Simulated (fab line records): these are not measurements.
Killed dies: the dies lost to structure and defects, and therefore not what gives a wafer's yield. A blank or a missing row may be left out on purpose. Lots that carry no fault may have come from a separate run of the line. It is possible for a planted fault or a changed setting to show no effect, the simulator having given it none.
Problem report, 8D (eight disciplines) form, completed by code :: flow ritCmos :: the parts of the form that need people (team, actions taken, sign-off) are left out

== 1. THE ISSUE ==
killedAtFrontEnd at RIT_M1_PROBE_99 reads a mean of 264.0 on 6 wafers of 2 lots; wafers without a fault read 7.5 with a standard deviation of 2.8. That is +92 standard deviations from the usual mean.
Earliest sighting: wafer L877.1 on prober-02 at day 5 09:08. Wafers with a number at this step in the record: 15, from 5 lots. By rule, "out" or "out of limits" means more than 4 standard deviations away from the usual mean. All remaining wafers that have a number are taken as sound.

== 2. WHAT IT IS; WHAT IT IS NOT ==
question: which readings at this step
is: killedAtFrontEnd, killedDies, killedOnRim
is not: killed_at_M0_to_M3, killedAtContacts, killedOpen, killedShort

question: which lots
is: L877, L878
is not: L870, L886, L893

question: which wafers of those lots
is: all that have a number
is not: -

question: read on which tools
is: prober-01, prober-02
is not: -

question: when
is: from day 5 09:08
is not: up to then (3 sound wafers); but 6 sound wafers of L886, L893 came after

== 3. SUSPECTS, AND WHAT RULES EACH OUT ==
Counting: a tool stays on the suspect list if, at a process step up to the reading, it processed all lots that are out and no sound lot following the first of them.
- rieDiel-03 at RIT_ACTIVE_ETCH_13 (etches Si3N4 in SF6, stops on SiO2, time 210 s, target depth 210 nm): ruled out as a lasting fault. Sound lots L893 ran on it after its first lot that is out, L877 (day 3 03:49).
Left after counting: nothing in the record.

== 4. THE CAUSE (what the simulator had put in) ==
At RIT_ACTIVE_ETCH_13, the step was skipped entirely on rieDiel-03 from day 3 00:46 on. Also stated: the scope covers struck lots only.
Counting ruled it out, wrongly: the rule takes a fault to strike every lot that its tool runs from its start on, and this one did not.

== 5. SEQUENCE OF EFFECTS, ordered by route ==
Each row: a reading whose mean over the struck wafers that have a number lies more than 3 standard deviations from the usual. Scope: only readings with a usual standard deviation given in the record; hours: median across lots of the time from each lot's start at the first step in this table that gives one to its start at this step; sigmas: change in usual standard deviations.
hours: 0
step: RIT_M1_PROBE_99
reading: killedAtFrontEnd
usual: 7.5
on struck wafers: 264.0
change: +256.5
sigmas: +92

hours: 0
step: RIT_M1_PROBE_99
reading: killedDies
usual: 7.6
on struck wafers: 264.0
change: +256.4
sigmas: +88

hours: 0
step: RIT_M1_PROBE_99
reading: killedOnRim
usual: 2.1
on struck wafers: 70.0
change: +67.9
sigmas: +49
It contains these process steps:
- RIT_M1_PROBE_99
Readings that are blank on the struck wafers while sound wafers have them: SF6_flow_sccm at RIT_ACTIVE_ETCH_13; chamberPressureMTorr at RIT_ACTIVE_ETCH_13; drypumpMotorCurrentA at RIT_ACTIVE_ETCH_13; oesProductAu at RIT_ACTIVE_ETCH_13; throttleValvePct at RIT_ACTIVE_ETCH_13; cdNm at RIT_ACTIVE_CD_MEAS_90.

== 6. WHAT WOULD HAVE CAUGHT IT SOONER ==
In this record no reading fell out of limits until day 5 09:08, 56 hours after the fault had begun at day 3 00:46.
Between RIT_ACTIVE_ETCH_13 and RIT_M1_PROBE_99, RIT_ACTIVE_CD_MEAS_90 gave no cdNm on the struck wafers, where sound wafers have one: a measuring or inspecting step that comes back empty is itself a sign.
At RIT_ACTIVE_ETCH_13 the tool's readings are blank on the struck wafers, where sound wafers have them: an empty tool record is the first sign, and it was there at once.
